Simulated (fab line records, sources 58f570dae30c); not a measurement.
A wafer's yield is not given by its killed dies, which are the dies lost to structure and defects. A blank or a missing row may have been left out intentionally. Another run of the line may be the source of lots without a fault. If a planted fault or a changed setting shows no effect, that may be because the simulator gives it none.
Lot-split experiment | flow berkeleyCmos170 | 23 wafers read from 5 lots, route of 331 steps

## ON THE SPLIT
At UCB170_NLDD_IMPLANT_08, the setting energyKev was moved away from the recipe's 30 on 9 of the 23 wafers read, by -4.2% to +4.1%. The other wafers ran this setting at the recipe's value.

Reading taken at the split's own step.

## THE READING
In nm, at UCB170_NLDD_IMPLANT_08: implant.drpNm, which is the simulator's own figure and was read by no gauge. The file gives no usual value for it.

wafer  | tool, chamber at the split | energyKev as run | against the recipe | implant.drpNm, nm | against lot-mates on the recipe
L074.1 | implanter-01, 0            | 30               | recipe             | 9.611             | -
L074.5 | implanter-01, 0            | 30               | recipe             | 9.611             | -
L074.6 | implanter-01, 0            | 30               | recipe             | 9.611             | -
L076.1 | implanter-01, 0            | 28.73            | -4.2%              | 9.313             | -0.298
L076.3 | implanter-01, 0            | 28.73            | -4.2%              | 9.313             | -0.298
L076.4 | implanter-01, 0            | 28.73            | -4.2%              | 9.313             | -0.298
L076.5 | implanter-01, 0            | 30               | recipe             | 9.611             | -
L076.6 | implanter-01, 0            | 30               | recipe             | 9.611             | -
L085.1 | implanter-03, 0            | 31.22            | +4.1%              | 9.896             | +0.285
L085.5 | implanter-03, 0            | 31.22            | +4.1%              | 9.896             | +0.285
L085.2 | implanter-03, 0            | 30               | recipe             | 9.611             | -
L085.4 | implanter-03, 0            | 30               | recipe             | 9.611             | -
L085.6 | implanter-03, 0            | 30               | recipe             | 9.611             | -
L083.1 | implanter-04, 0            | 30               | recipe             | 9.611             | -
L083.5 | implanter-04, 0            | 30               | recipe             | 9.611             | -
L083.6 | implanter-04, 0            | 30               | recipe             | 9.611             | -
L083.3 | implanter-04, 0            | 29.5             | -1.7%              | 9.494             | -0.117
L083.4 | implanter-04, 0            | 29.5             | -1.7%              | 9.494             | -0.117
L084.1 | implanter-01, 0            | 30               | recipe             | 9.611             | -
L084.4 | implanter-01, 0            | 30               | recipe             | 9.611             | -
L084.6 | implanter-01, 0            | 30               | recipe             | 9.611             | -
L084.2 | implanter-01, 0            | 31.22            | +4.1%              | 9.896             | +0.285
L084.5 | implanter-01, 0            | 31.22            | +4.1%              | 9.896             | +0.285

THE FIT
A straight line over all 23 wafers: implant.drpNm changes by +0.0702 nm for each +1% of energyKev; r = +1.00; the points scatter about the line by 0.00031 nm.
The same after taking each lot's own level away (the mean of its wafers on the recipe; 23 wafers): +0.0702 nm for each +1%; r = +1.00; scatter 0.00031 nm.
That fit puts the effect of the largest move of energyKev on the reading at 0.3 nm.
The lots' own levels span 9.6110 to 9.6110 nm.
Consequently the slope shifts little with the lot-to-lot level, the two slopes agreeing.
Check: with one of the wafers moved furthest among these (-4.2%) left out of the fit, the line predicts -0.297 nm for it against its lot-mates. Against them it came out at -0.298 nm.

## OTHER SPLITS ON THESE WAFERS
These wafers also went through other splits before the reading. Each is held against what the fit with the lots' levels taken away leaves over:
other split on the same wafers    | wafers away from the commonest value | r with implant.drpNm (lot level and that fit taken away)
UCB170_GATE_ETCH_14 pressureMtorr | 15                                   | -0.22

## THE WHOLE CHAIN: every reading that the file lists as answering this split, in the file's order
step                   | what it does | reading                                                        | change (the file's fit)                | r (the file's)
UCB170_NLDD_IMPLANT_08 |              | implant.rpNm (the simulator's own value, which no gauge read)  | +0.165 nm for each +1% of the setting  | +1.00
UCB170_NLDD_IMPLANT_08 |              | implant.drpNm (the simulator's own value, which no gauge read) | +0.0702 nm for each +1% of the setting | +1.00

## THE FILE'S OWN FIT
implant.drpNm changes by +0.0702 nm for each +1% of energyKev, r = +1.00.
